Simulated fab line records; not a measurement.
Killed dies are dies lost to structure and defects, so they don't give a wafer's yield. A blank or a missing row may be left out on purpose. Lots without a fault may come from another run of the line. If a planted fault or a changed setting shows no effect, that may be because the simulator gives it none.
Chamber matching -- flow berkeley cmos170 -- 4 sister chambers for UCB170_V2_CMP_02 on cmp-02
The step polishes SiO2. 4 wafers are shown with their chamber, then 7 later ones without.

WAFERS, EACH WITH ITS CHAMBER
wafer,chamber,motor current A (A)
L971.3,1,14.0
L971.4,3,16.7
L972.1,0,18.5
L972.3,2,17.7

WAFERS WITH NO CHAMBER GIVEN
wafer,motor current A (A)
L972.5,13.8
L973.1,17.7
L973.5,16.1
L973.6,16.7
L974.3,17.9
L974.4,13.4
L974.6,13.8

EACH ONE'S CHAMBER
wafer,from the rows above,in truth
L972.5,1,1
L973.1,2,2
L973.5,3,3
L973.6,3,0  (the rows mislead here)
L974.3,can't be placed: 2 or 0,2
L974.4,1,1
L974.6,1,1
Placed correctly: 5 of 7. Can't be placed from these rows: 1 (the true chamber is among the candidates in 1). Placed wrongly: 1.
How it was worked out, from the rows above alone: a wafer's distance from a chamber is the root of the sum, over the readings, of the square of ((its reading less the chamber's mean) divided by the reading's scatter). If the next closest chamber is less than 2 further off than the closest, the wafer can't be placed; otherwise it belongs to the closest. The mean given for a chamber averages the wafers shown for that chamber. The scatter (one wafer shown for each chamber): square how far every hidden wafer sits from the nearest shown wafer, average those squares and take the square root.
